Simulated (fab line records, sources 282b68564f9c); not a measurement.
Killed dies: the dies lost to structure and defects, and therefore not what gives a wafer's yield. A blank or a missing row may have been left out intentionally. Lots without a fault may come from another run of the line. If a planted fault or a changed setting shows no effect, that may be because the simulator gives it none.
A struck lot beside a sound one :: flow rit-cmos :: 14 out of 202 route steps
Sound: the wafers L408.2, L408.5, L408.6. Wafers L405.3, L405.4, L405.5 were the ones struck. Last of all comes the cause.
At each step with rows: each side's tool, then ch and its chambers, then its first start. Under that, the readings that differ: sound wafers :: struck wafers :: difference of the means :: sigmas: that difference in standard deviations of wafers without a fault.
alike: readings whose means differ by less than 2 such deviations, and words and numbers that are the same on both sides. not compared: withheld readings, readings that some wafer has no value for, bounds like >300 that may hide the same value, and numbers for which the record gives no deviation and whose values overlap.
A row with sigmas, a row that says differs or no value, or rows on one side alone: a step with any of these is where the two part. Non-overlapping numbers with no deviation appear without sigmas and do not part them. Lack of a reading on every wafer of one side parts them only where that side has two or more wafers.

RIT_ACTIVE_THK_MEAS_02:
  struck on film-metro-04, day 4 10:04; sound on film-metro-01, day 5 01:04
reading: ACTIVE_OXIDE_THK (nm)
sound: 47.5 47.3 47.4
struck: 45.7 45.5 46.3
difference: -1.6
sigmas: -2
then, 1 step without rows for these wafers: RIT_ACTIVE_CVD_03 (deposits Si3N4 from SiH2Cl2/NH3, target thk 150 nm, time 1500 s).
RIT_ACTIVE_THK_MEAS_04:
  struck on film-metro-01, day 4 11:33; sound on film-metro-01, day 5 02:32
  alike: ACTIVE_NITRIDE_THK
then, 6 steps without rows for these wafers: RIT_ACTIVE_HMDS_05 (prime time 60 s); RIT_ACTIVE_COAT_06 (resist thk 1000 nm); RIT_ACTIVE_SOFTBAKE_07 (time 60 s); RIT_ACTIVE_EXPOSE_08 (exposes mask M1, target cd 1400 nm); RIT_ACTIVE_PEB_09; RIT_ACTIVE_DEVELOP_10 (develop time 50 s).
RIT_ACTIVE_CD_MEAS_11 targets a cd of 1400 nm.
  struck on cd-sem-01, day 4 12:36; sound on cd-sem-02, day 5 03:28
  alike: cd-nm
then, 1 step without rows for these wafers: RIT_ACTIVE_HARDBAKE_12 (time 60 s).
RIT_ACTIVE_ETCH_13: etches Si3N4 in SF6, stops on SiO2, time 210 s, target depth 210 nm.
  sound on rie-diel-04 ch 0,2,3, day 5 03:43; struck on rie-diel-01 ch 0,3, day 4 12:50
  alike: chamber-pressure-mTorr, drypump-motor-current-A, oes-product-au, rf-fwd-power-W, throttle-valve-pct
  not compared: rf-hours-counter-h
RIT_ACTIVE_STRIP_14: strips in O2, time 180 s.
  sound on plasma-asher-01 ch 0,1, day 5 03:50; struck on plasma-asher-01 ch 0,1, day 4 13:02
  no value came back on the struck wafers for chamber-pressure-mTorr (mTorr), drypump-motor-current-A (A); on the sound wafers chamber-pressure-mTorr (mTorr) reads 3989 3998 4002
reading: model.NOVOLAK_of_ACTIVE_COAT_06.thk-nm (nm)
sound: 0 0 0
struck: 650.1 663.3 645.1
difference: +652.8
sigmas: 
  not compared: rf-hours-counter-h
RIT_ACTIVE_CD_MEAS_90 targets a cd of 1400 nm.
  struck on cd-sem-01, day 4 13:11; sound on cd-sem-02, day 5 04:02
  alike: cd-nm

## WHERE THEY PART
At RIT_ACTIVE_THK_MEAS_02 first; at RIT_ACTIVE_STRIP_14 last (within this record only). Later steps at which nothing parts them and some readings are alike: RIT_ACTIVE_CD_MEAS_90.

WHY: whatever the simulator had introduced
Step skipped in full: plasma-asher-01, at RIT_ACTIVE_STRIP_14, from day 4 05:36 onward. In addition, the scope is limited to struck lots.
